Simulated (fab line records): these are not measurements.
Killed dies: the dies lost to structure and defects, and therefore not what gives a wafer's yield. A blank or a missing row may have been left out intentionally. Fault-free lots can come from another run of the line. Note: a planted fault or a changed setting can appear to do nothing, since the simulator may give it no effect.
Which tool did it? -- flow rit-cmos -- 14 lots with 42 wafers sampled at 4 steps, on a route of 202 steps

## WHAT THE GAUGES SHOWED, per wafer
No reading from a measuring or inspecting step in the record can be judged against a usual standard deviation.

## EACH LOT AND THE TOOL THAT RAN IT (in order: tool; ch and the chambers of the sampled wafers; start)
lot,RIT_SILICIDE_RTA_04,RIT_CONTACT_EXPOSE_05,RIT_CONTACT_STRIP_12,RIT_M1_STRIP_14
L275,"rtp-anneal-02 ch 0, day 3 02:13","iline-stepper-02 ch 0, day 3 03:04","plasma-asher-02 ch 1, day 3 04:10","plasma-asher-01 ch 0,1, day 3 07:02"
L276,"rtp-anneal-01 ch 0, day 3 11:40","iline-stepper-02 ch 0, day 3 12:24","plasma-asher-02 ch 0,1, day 3 13:25","plasma-asher-01 ch 0,1, day 3 16:17"
L277,"rtp-anneal-02 ch 0, day 3 14:00","iline-stepper-01 ch 0, day 3 14:59","plasma-asher-02 ch 0,1, day 3 16:07","plasma-asher-03 ch 0,1, day 3 19:01"
L278,"rtp-anneal-01 ch 0, day 3 18:07","iline-stepper-01 ch 0, day 3 18:52","plasma-asher-04 ch 0,1, day 3 19:53","plasma-asher-03 ch 0,1, day 3 22:46"
L279,"rtp-anneal-02 ch 0, day 3 22:15","iline-stepper-01 ch 0, day 3 23:01","plasma-asher-02 ch 0,1, day 4 00:02","plasma-asher-01 ch 0,1, day 4 02:49"
L280,"rtp-anneal-01 ch 0, day 4 03:25","iline-stepper-01 ch 0, day 4 04:14","plasma-asher-04 ch 0,1, day 4 05:14","plasma-asher-02 ch 0,1, day 4 08:00"
L283,"rtp-anneal-02 ch 0, day 4 19:04","iline-stepper-02 ch 0, day 4 19:48","plasma-asher-04 ch 0,1, day 4 20:49","plasma-asher-02 ch 0,1, day 4 23:35"
L284,"rtp-anneal-01 ch 0, day 5 00:18","iline-stepper-02 ch 0, day 5 01:02","plasma-asher-01 ch 0,1, day 5 02:03","plasma-asher-02 ch 0,1, day 5 04:56"
L285,"rtp-anneal-02 ch 0, day 5 03:28","iline-stepper-02 ch 0, day 5 04:11","plasma-asher-01 ch 0,1, day 5 05:13","plasma-asher-02 ch 0,1, day 5 07:58"
L288,"rtp-anneal-01 ch 0, day 5 21:40","iline-stepper-01 ch 0, day 5 22:36","plasma-asher-04 ch 0, day 5 23:40","plasma-asher-03 ch 0,1, day 6 02:44"
L295,"rtp-anneal-01 ch 0, day 7 06:49","iline-stepper-02, day 7 07:41","plasma-asher-01 ch 0,1, day 7 08:49",-
L296,"rtp-anneal-02 ch 0, day 7 12:26","iline-stepper-01, day 7 13:34","plasma-asher-01 ch 0,1, day 7 14:36",-
L297,"rtp-anneal-02 ch 0, day 7 17:29","iline-stepper-02 ch 0, day 7 18:21","plasma-asher-01 ch 0,1, day 7 19:25","plasma-asher-01 ch 0,1, day 7 22:29"
L298,"rtp-anneal-02 ch 0, day 7 21:56","iline-stepper-02 ch 0, day 7 22:41","plasma-asher-02 ch 0,1, day 7 23:41","plasma-asher-02 ch 0,1, day 8 02:43"
- RIT_SILICIDE_RTA_04: time 10 s, ramp up 5 s, ramp down 5 s.
- RIT_CONTACT_EXPOSE_05: exposes mask M11, target cd 1000 nm.
- RIT_CONTACT_STRIP_12: strips in O2, time 180 s.
- RIT_M1_STRIP_14: strips in O2, time 180 s.

## AS READ BY THE TOOLS THEMSELVES (means over the sampled wafers that have a number; for cases with no such wafer, the mark the record gives instead)
RIT_SILICIDE_RTA_04. Usual: wafer_temp_C_max 652.3, standard deviation 0.97.
lot,tool,wafer_temp_C_max,flag
L275,rtp-anneal-02,651.3,
L276,rtp-anneal-01,652.7,
L277,rtp-anneal-02,651.6,
L278,rtp-anneal-01,653.3,
L279,rtp-anneal-02,651.8,
L280,rtp-anneal-01,653.3,
L283,rtp-anneal-02,651.9,
L284,rtp-anneal-01,653.9,
L285,rtp-anneal-02,651.7,
L288,rtp-anneal-01,653.2,
L295,rtp-anneal-01,653.1,
L296,rtp-anneal-02,651.3,
L297,rtp-anneal-02,651.6,
L298,rtp-anneal-02,651.6,

RIT_CONTACT_EXPOSE_05. Usual: exposure-dose-mJ-cm2 249.95, standard deviation 0.29; focus-offset-nm 0.0 nm, standard deviation 0.5.
lot,tool,exposure-dose-mJ-cm2,focus-offset-nm (nm),flag
L275,iline-stepper-02,249.75,0.2,
L276,iline-stepper-02,250.03,0.1,
L277,iline-stepper-01,249.96,-0.9,
L278,iline-stepper-01,249.52,0.4,
L279,iline-stepper-01,250.41,0.1,
L280,iline-stepper-01,250.11,0.6,
L283,iline-stepper-02,250.08,0.1,
L284,iline-stepper-02,249.76,0.3,
L285,iline-stepper-02,249.74,0.2,
L288,iline-stepper-01,250.09,-0.7,
L295,iline-stepper-02,-,-,OFF
L296,iline-stepper-01,-,-,OFF
L297,iline-stepper-02,249.89,0.2,
L298,iline-stepper-02,250.00,-0.5,

RIT_CONTACT_STRIP_12. Usual: drypump-motor-current-A 5.4 A, standard deviation 0.47; o2-flow-sccm 4000 sccm, standard deviation 11.
lot,tool,drypump-motor-current-A (A),o2-flow-sccm (sccm),flag
L275,plasma-asher-02,5.8,4015,
L276,plasma-asher-02,5.9,4001,
L277,plasma-asher-02,5.9,3984,
L278,plasma-asher-04,5.6,3995,
L279,plasma-asher-02,5.8,4005,
L280,plasma-asher-04,5.6,4003,
L283,plasma-asher-04,5.5,3992,
L284,plasma-asher-01,4.8,4005,
L285,plasma-asher-01,4.8,3989,
L288,plasma-asher-04,5.3,3998,
L295,plasma-asher-01,4.9,4003,
L296,plasma-asher-01,5.0,3993,
L297,plasma-asher-01,5.0,4004,
L298,plasma-asher-02,5.8,4008,

RIT_M1_STRIP_14. Usual: drypump-motor-current-A 5.6 A, standard deviation 0.48; o2-flow-sccm 4001 sccm, standard deviation 12.
lot,tool,drypump-motor-current-A (A),o2-flow-sccm (sccm),flag
L275,plasma-asher-01,4.8,3980,
L276,plasma-asher-01,5.0,4006,
L277,plasma-asher-03,5.8,4005,
L278,plasma-asher-03,5.8,3983,
L279,plasma-asher-01,4.8,4010,
L280,plasma-asher-02,5.8,4002,
L283,plasma-asher-02,5.9,4007,
L284,plasma-asher-02,5.9,3998,
L285,plasma-asher-02,5.9,3992,
L288,plasma-asher-03,5.9,4009,
L297,plasma-asher-01,4.9,4002,
L298,plasma-asher-02,5.9,4010,

## THE ANSWER, worked out from the rows above alone
Rule: lot off if the mean of its wafers having a number is beyond 3 standard deviations from the usual mean. A lot without any number at a reading at which 4 lots or more have one is off too. Any other lot the step has rows for is counted as sound. First the gauges in route order, then the tools' own readings, where a lot's mean is used as printed above. At the first step where some lot is off, the reading lying furthest off is the one used; lots without a number count as furthest.
Off at RIT_CONTACT_EXPOSE_05 (exposure-dose-mJ-cm2): L295, L296. Without a number there: L295, L296.
If a tool, at that step or one of the process steps before it, ran each lot that is off and ran no sound lot following the first of them, it fits. Not one of the candidates tried fits.

## WHAT THE SIMULATOR PUT IN
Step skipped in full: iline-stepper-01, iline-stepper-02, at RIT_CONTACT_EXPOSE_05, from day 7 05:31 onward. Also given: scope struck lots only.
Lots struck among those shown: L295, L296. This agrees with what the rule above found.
